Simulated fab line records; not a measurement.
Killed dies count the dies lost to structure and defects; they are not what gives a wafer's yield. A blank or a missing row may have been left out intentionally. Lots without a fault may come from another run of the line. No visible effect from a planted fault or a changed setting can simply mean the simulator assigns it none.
Comparing a struck lot with a sound one | flow ritCmos | 14 out of 202 route steps
Sound: wafers L293.2, L293.3, L293.6. Struck: wafers L298.3, L298.4, L298.6. At the end, the cause is stated.
Order at every step that has rows: each side's tool, ch and its chambers, its first start. Under that, the readings that differ: sound wafers | struck wafers | difference of the means | sigmas: that difference in standard deviations of wafers without a fault.
alike: readings whose means differ by less than 2 such deviations, and words and numbers that are the same on both sides. not compared: withheld readings, readings that some wafer has no value for, bounds like >300 that may hide the same value, and numbers for which the record gives no deviation and whose values overlap.
Wherever a step has rows on one side only, a row that says differs or no value, or a row with sigmas, the two part there. Numbers that have no deviation but don't overlap get no sigmas and don't part them. A reading missing from all wafers of one side parts the sides only when that side holds two or more wafers.

RIT_SDANNEAL_RTA_03: time 5 s.
  sound on rtpAnneal-02 ch 0, day 3 02:41; struck on rtpAnneal-01 ch 0, day 4 03:20
reading      | sound             | struck            | difference | sigmas
chamberO2Ppm | 2.019 2.037 1.989 | 1.948 1.985 1.986 | -0.042     | -2
  alike: wafer_temp_C_max
RIT_SDANNEAL_RS_MEAS_04: a four-point-probe measurement.
  sound on filmMetro-02 at day 3 02:46; struck on filmMetro-03 at day 4 03:25
reading         | sound                | struck               | difference | sigmas
PSD_RS (ohm/sq) | 116.28 116.62 116.52 | 116.00 115.81 115.43 | -0.73      | -3
RIT_SDANNEAL_RS_MEAS_05: a four-point-probe measurement.
  sound on filmMetro-02 at day 3 02:53; struck on filmMetro-03 at day 4 03:32
  alike: NSD_RS
RIT_SDANNEAL_RS_MEAS_06: a four-point-probe measurement.
  sound on filmMetro-02 at day 3 03:00; struck on filmMetro-03 at day 4 03:40
  alike: PLDD_RS
RIT_SDANNEAL_RS_MEAS_07: a four-point-probe measurement.
  sound on filmMetro-02 at day 3 03:07; struck on filmMetro-03 at day 4 03:47
  alike: NLDD_RS
then, 1 step without rows for these wafers: RIT_SILICIDE_WET_ETCH_00 (etches SiO2 in BOE, target depth 14 nm, time 15 s).
RIT_SILICIDE_SPUTTER_01: material Ti, target thk 30 nm, time 240 s.
  sound on pvdSputter-04 at day 3 03:14; struck on pvdSputter-01 at day 4 03:53
  alike: cathodeDcPowerW, throttleValvePct
RIT_SILICIDE_RS_MEAS_02: a four-point-probe measurement.
  sound on filmMetro-04 at day 3 03:24; struck on filmMetro-02 at day 4 04:04
  alike: SILICIDE_TI_RS
RIT_SILICIDE_THK_MEAS_03: measures by xrf.
  sound on filmMetro-04 at day 3 03:31; struck on filmMetro-02 at day 4 04:10
reading              | sound          | struck         | difference | sigmas
SILICIDE_TI_THK (nm) | 29.7 29.9 30.1 | 30.4 30.9 30.7 | +0.8       | +2
RIT_SILICIDE_RTA_04: time 9.618 s, ramp up 5 s, ramp down 5 s.
  sound on rtpAnneal-01 ch 0, day 3 03:34; struck on rtpAnneal-02 ch 0, day 4 04:14
  alike: chamberO2Ppm, wafer_temp_C_max
then, 1 step without rows for these wafers: RIT_SILICIDE_WET_ETCH_05 (etches Ti in SPM, time 120 s).
RIT_SILICIDE_RTA_06: time 10 s, ramp up 5 s, ramp down 10 s.
  sound on rtpAnneal-02 ch 0, day 3 03:41; struck on rtpAnneal-01 ch 0, day 4 04:20
  alike: chamberO2Ppm, wafer_temp_C_max
RIT_CONTACT_CVD_00: deposits SiO2 from TEOS, target thk 400 nm, time 61 s.
  sound on pecvd-03 ch 0,2, day 3 03:44; struck on pecvd-04 ch 1,2, day 4 04:23
  no value came back on the struck wafers for heaterPowerW (W), rfFwdPowerW (W); on the sound wafers heaterPowerW (W) reads 299 288 296
RIT_M1_PROBE_99:
  the record holds rows for the sound wafers here (prober-01, day 3 11:14) but none for the struck ones

== WHERE THEY PART ==
Last at RIT_M1_PROBE_99 as far as this record goes, first at RIT_SDANNEAL_RTA_03.

WHY: what had been put in by the simulator
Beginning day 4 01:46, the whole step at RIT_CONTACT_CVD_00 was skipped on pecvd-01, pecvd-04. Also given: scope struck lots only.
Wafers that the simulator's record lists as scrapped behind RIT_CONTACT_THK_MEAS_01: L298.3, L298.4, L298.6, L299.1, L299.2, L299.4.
